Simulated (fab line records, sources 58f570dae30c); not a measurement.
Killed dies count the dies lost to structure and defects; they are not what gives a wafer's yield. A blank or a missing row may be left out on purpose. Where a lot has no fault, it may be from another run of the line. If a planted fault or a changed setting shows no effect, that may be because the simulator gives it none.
Commonality check across tools || flow berkeley-cmos170 || 14 lots, 42 wafers sampled

== WHY IT WAS OPENED ==
Of 14 lots, 2 have the reading PSD_TW flagged at UCB170_PSD_TW_MEAS_10. Wafers without a fault read 2334, standard deviation 44.
Rule: a lot is flagged in two cases, either no wafer of it has a number, or all its wafers with numbers fall more than 4 standard deviations from that mean. All remaining lots are regarded as sound.

{"lot": "L246", "measured": "day 6 18:55", "on": "film-metro-03", "PSD_TW, wafer by wafer": "2288 2295 2291", "flag": ""}
{"lot": "L248", "measured": "day 7 05:06", "on": "film-metro-01", "PSD_TW, wafer by wafer": "2420 2417 2407", "flag": ""}
{"lot": "L247", "measured": "day 7 05:22", "on": "film-metro-03", "PSD_TW, wafer by wafer": "2318 2313 2314", "flag": ""}
{"lot": "L254", "measured": "day 8 09:18", "on": "film-metro-04", "PSD_TW, wafer by wafer": "2146 2130 2142", "flag": "FLAGGED"}
{"lot": "L258", "measured": "day 8 21:53", "on": "film-metro-04", "PSD_TW, wafer by wafer": "2308 2308 2306", "flag": ""}
{"lot": "L257", "measured": "day 8 22:22", "on": "film-metro-03", "PSD_TW, wafer by wafer": "2298 2294 2299", "flag": ""}
{"lot": "L256", "measured": "day 8 22:31", "on": "film-metro-04", "PSD_TW, wafer by wafer": "2311 2316 2308", "flag": ""}
{"lot": "L255", "measured": "day 8 22:44", "on": "film-metro-03", "PSD_TW, wafer by wafer": "2134 2123 2130", "flag": "FLAGGED"}
{"lot": "L259", "measured": "day 9 07:24", "on": "film-metro-01", "PSD_TW, wafer by wafer": "2393 2387 2399", "flag": ""}
{"lot": "L266", "measured": "day 10 06:59", "on": "film-metro-01", "PSD_TW, wafer by wafer": "2406 2393 2403", "flag": ""}
{"lot": "L264", "measured": "day 10 07:08", "on": "film-metro-03", "PSD_TW, wafer by wafer": "2299 2308 2296", "flag": ""}
{"lot": "L262", "measured": "day 10 07:58", "on": "film-metro-03", "PSD_TW, wafer by wafer": "2300 2306 2303", "flag": ""}
{"lot": "L268", "measured": "day 10 17:02", "on": "film-metro-01", "PSD_TW, wafer by wafer": "2406 2394 2391", "flag": ""}
{"lot": "L269", "measured": "day 11 10:26", "on": "film-metro-01", "PSD_TW, wafer by wafer": "2385 2402 2400", "flag": ""}
Average over the flagged lots: 2134; offset from the usual -200, equal to -5 standard deviations.

== WHICH TOOL EACH LOT WENT THROUGH ==
2 process steps preceding the reading are held in the record, out of 331 steps in the route. Every cell lists first the tool, next ch and the chambers used by the sampled wafers, and last the start.
{"lot": "L246", "flag": "", "UCB170_PSD_IMPLANT_08": "implanter-02 ch 0, day 6 18:41", "UCB170_PSD_STRIP_09": "plasma-asher-01 ch 1, day 6 18:49"}
{"lot": "L248", "flag": "", "UCB170_PSD_IMPLANT_08": "implanter-04 ch 0, day 7 04:51", "UCB170_PSD_STRIP_09": "plasma-asher-01 ch 0,1, day 7 05:00"}
{"lot": "L247", "flag": "", "UCB170_PSD_IMPLANT_08": "implanter-02 ch 0, day 7 05:07", "UCB170_PSD_STRIP_09": "plasma-asher-03 ch 0,1, day 7 05:16"}
{"lot": "L254", "flag": "FLAGGED", "UCB170_PSD_IMPLANT_08": "implanter-04 ch 0, day 8 09:04", "UCB170_PSD_STRIP_09": "plasma-asher-02 ch 0,1, day 8 09:11"}
{"lot": "L258", "flag": "", "UCB170_PSD_IMPLANT_08": "implanter-03 ch 0, day 8 21:38", "UCB170_PSD_STRIP_09": "plasma-asher-01 ch 0,1, day 8 21:47"}
{"lot": "L257", "flag": "", "UCB170_PSD_IMPLANT_08": "implanter-03 ch 0, day 8 22:07", "UCB170_PSD_STRIP_09": "plasma-asher-02 ch 0,1, day 8 22:16"}
{"lot": "L256", "flag": "", "UCB170_PSD_IMPLANT_08": "implanter-02 ch 0, day 8 22:17", "UCB170_PSD_STRIP_09": "plasma-asher-01 ch 0,1, day 8 22:26"}
{"lot": "L255", "flag": "FLAGGED", "UCB170_PSD_IMPLANT_08": "implanter-04 ch 0, day 8 22:29", "UCB170_PSD_STRIP_09": "plasma-asher-02 ch 0,1, day 8 22:38"}
{"lot": "L259", "flag": "", "UCB170_PSD_IMPLANT_08": "implanter-03 ch 0, day 9 07:09", "UCB170_PSD_STRIP_09": "plasma-asher-03 ch 0, day 9 07:17"}
{"lot": "L266", "flag": "", "UCB170_PSD_IMPLANT_08": "implanter-03 ch 0, day 10 06:44", "UCB170_PSD_STRIP_09": "plasma-asher-01 ch 0,1, day 10 06:53"}
{"lot": "L264", "flag": "", "UCB170_PSD_IMPLANT_08": "implanter-02 ch 0, day 10 06:55", "UCB170_PSD_STRIP_09": "plasma-asher-03 ch 0,1, day 10 07:02"}
{"lot": "L262", "flag": "", "UCB170_PSD_IMPLANT_08": "implanter-03 ch 0, day 10 07:44", "UCB170_PSD_STRIP_09": "plasma-asher-03 ch 0,1, day 10 07:51"}
{"lot": "L268", "flag": "", "UCB170_PSD_IMPLANT_08": "implanter-03 ch 0, day 10 16:47", "UCB170_PSD_STRIP_09": "plasma-asher-02 ch 0,1, day 10 16:56"}
{"lot": "L269", "flag": "", "UCB170_PSD_IMPLANT_08": "implanter-02 ch 0, day 11 10:11", "UCB170_PSD_STRIP_09": "plasma-asher-01 ch 0,1, day 11 10:20"}
What the steps here do:
- UCB170_PSD_IMPLANT_08
- UCB170_PSD_STRIP_09: strips in O2.
- UCB170_PSD_TW_MEAS_10

== FLAGGED AGAINST TOTAL, ONE TOOL AT A TIME (gauges that did the reading follow at the end) ==
{"step": "UCB170_PSD_IMPLANT_08", "tool": "implanter-02", "lots run": 5, "flagged": 0, "share of the flagged lots": "none", "sound lots run after its first flagged lot": "-"}
{"step": "UCB170_PSD_IMPLANT_08", "tool": "implanter-03", "lots run": 6, "flagged": 0, "share of the flagged lots": "none", "sound lots run after its first flagged lot": "-"}
{"step": "UCB170_PSD_IMPLANT_08", "tool": "implanter-04", "lots run": 3, "flagged": 2, "share of the flagged lots": "all", "sound lots run after its first flagged lot": 0}
{"step": "UCB170_PSD_STRIP_09", "tool": "plasma-asher-01", "lots run": 6, "flagged": 0, "share of the flagged lots": "none", "sound lots run after its first flagged lot": "-"}
{"step": "UCB170_PSD_STRIP_09", "tool": "plasma-asher-02", "lots run": 4, "flagged": 2, "share of the flagged lots": "all", "sound lots run after its first flagged lot": "2 (L257,L268)"}
{"step": "UCB170_PSD_STRIP_09", "tool": "plasma-asher-03", "lots run": 4, "flagged": 0, "share of the flagged lots": "none", "sound lots run after its first flagged lot": "-"}
{"step": "UCB170_PSD_TW_MEAS_10", "tool": "film-metro-01", "lots run": 5, "flagged": 0, "share of the flagged lots": "none", "sound lots run after its first flagged lot": "-"}
{"step": "UCB170_PSD_TW_MEAS_10", "tool": "film-metro-03", "lots run": 6, "flagged": 1, "share of the flagged lots": "some", "sound lots run after its first flagged lot": "2 (L264,L262)"}
{"step": "UCB170_PSD_TW_MEAS_10", "tool": "film-metro-04", "lots run": 3, "flagged": 1, "share of the flagged lots": "some", "sound lots run after its first flagged lot": "2 (L258,L256)"}

== WHAT THE TABLE ALLOWS ==
implanter-04 at UCB170_PSD_IMPLANT_08 and plasma-asher-02 at UCB170_PSD_STRIP_09 are the 2 rows of the table that ran each flagged lot.
- implanter-04 at UCB170_PSD_IMPLANT_08: 2 of its 3 lots flagged. Last sound lot L248 at day 7 04:51, first flagged lot L254 at day 8 09:04; a fault beginning in between fits. Its own readings (beam-on-s, faraday-current-uA) fall more than 4 standard deviations out on all wafers of the flagged lots.
- plasma-asher-02 at UCB170_PSD_STRIP_09: 2 of its 4 lots flagged. After the first flagged lot (L257, L268), sound lots still ran on it; a lasting fault on the whole tool would not permit that. Its own readings (oes-product-au, strip-time-to-endpoint-s) fall more than 4 standard deviations out on all wafers of the flagged lots.
implanter-04 at UCB170_PSD_IMPLANT_08 is the single tool remaining.

== WHAT WAS PUT IN BY THE SIMULATOR ==
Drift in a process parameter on implanter-04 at UCB170_PSD_IMPLANT_08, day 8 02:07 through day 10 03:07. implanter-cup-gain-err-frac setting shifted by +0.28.
Struck lots among those shown: L254, L255. The rule given above showed the same thing.
